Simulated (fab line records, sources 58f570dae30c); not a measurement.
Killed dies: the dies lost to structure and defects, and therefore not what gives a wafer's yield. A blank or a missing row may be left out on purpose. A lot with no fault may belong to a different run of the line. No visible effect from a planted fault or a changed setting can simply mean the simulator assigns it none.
Comparing a struck lot with a sound one / flow berkeley_cmos170 / 15 out of 331 route steps
Sound: these wafers, L601.1, L601.2, L601.3. Struck: wafers L617.1, L617.2, L617.3. At the end, the cause is stated.
Order at every step that has rows: each side's tool, ch and its chambers, its first start. Under that, the readings that differ: sound wafers / struck wafers / difference of the means / sigmas: that difference in standard deviations of wafers without a fault.
alike: readings whose means differ by less than 2 such deviations, and words and numbers that are the same on both sides. not compared: withheld readings, readings that some wafer has no value for, bounds like >300 that may hide the same value, and numbers for which the record gives no deviation and whose values overlap.
Wherever a step has rows on one side only, a row that says differs or no value, or a row with sigmas, the two part there. When numbers do not overlap yet have no deviation, they are printed without sigmas and do not part them. Lack of a reading on every wafer of one side parts them only where that side has two or more wafers.

UCB170_GATE_ETCH_15: etches poly-Si in HBr/Cl2, stops on SiO2, time 56.3 s, target depth 278.2 nm.
  sound on rie_si-02 ch 0,2,3, day 7 11:50; struck on rie_si-02 ch 1,2,3, day 10 09:35
  alike: bias_w, drypump_motor_current_A, oes_product_au, throttle_valve_pct
  not compared: rf_hours_counter_h
UCB170_GATE_STRIP_16: strips in O2.
  sound on plasma_asher-01 ch 0,1, day 7 11:53; struck on plasma_asher-03 ch 0,1, day 10 09:38
  alike: drypump_motor_current_A, oes_product_au
  not compared: rf_hours_counter_h
UCB170_GATE_CD_MEAS_90: target cd 350 nm.
  sound on cd_sem-02 at day 7 11:59; struck on cd_sem-02 at day 10 09:44
  alike: cd_nm
then, 7 steps without rows for these wafers: UCB170_GATE_CLEAN_17 (cleans in SPM, time 600 s); UCB170_PLDD_HMDS_00 (prime time 60 s); UCB170_PLDD_COAT_01 (resist thk 900 nm); UCB170_PLDD_SOFTBAKE_02 (time 60 s); UCB170_PLDD_EXPOSE_03 (exposes mask PSELECT, target cd 1200 nm); UCB170_PLDD_PEB_04; UCB170_PLDD_DEVELOP_05 (develop time 45 s).
UCB170_PLDD_CD_MEAS_06: target cd 1200 nm.
  sound on cd_sem-02 at day 7 14:04; struck on cd_sem-01 at day 10 12:24
  alike: cd_nm
UCB170_PLDD_OVL_MEAS_07:
  sound on overlay-01 at day 7 14:11; struck on overlay-02 at day 10 12:31
  alike: PLDD_OVL
UCB170_PLDD_IMPLANT_08:
  sound on implanter-02 ch 0, day 7 14:14; struck on implanter-02 ch 0, day 10 12:33
reading=beam_energy_keV; sound=10.005 10.004 10.005; struck=9.666 9.666 9.668; difference=-0.338; sigmas=-99 or more
reading=model.implant.drp_nm (nm); sound=6.005 6.005 6.005; struck=5.864 5.864 5.864; difference=-0.141; sigmas=
then, 2 steps without rows for these wafers: UCB170_PLDD_IMPLANT_09; UCB170_M3_PROBE_99.

## WHERE THEY PART
UCB170_PLDD_IMPLANT_08 only, going by this record.

WHY: what had been put in by the simulator
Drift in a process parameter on implanter-02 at UCB170_PLDD_IMPLANT_08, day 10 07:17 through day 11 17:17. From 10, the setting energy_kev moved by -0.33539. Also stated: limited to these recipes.
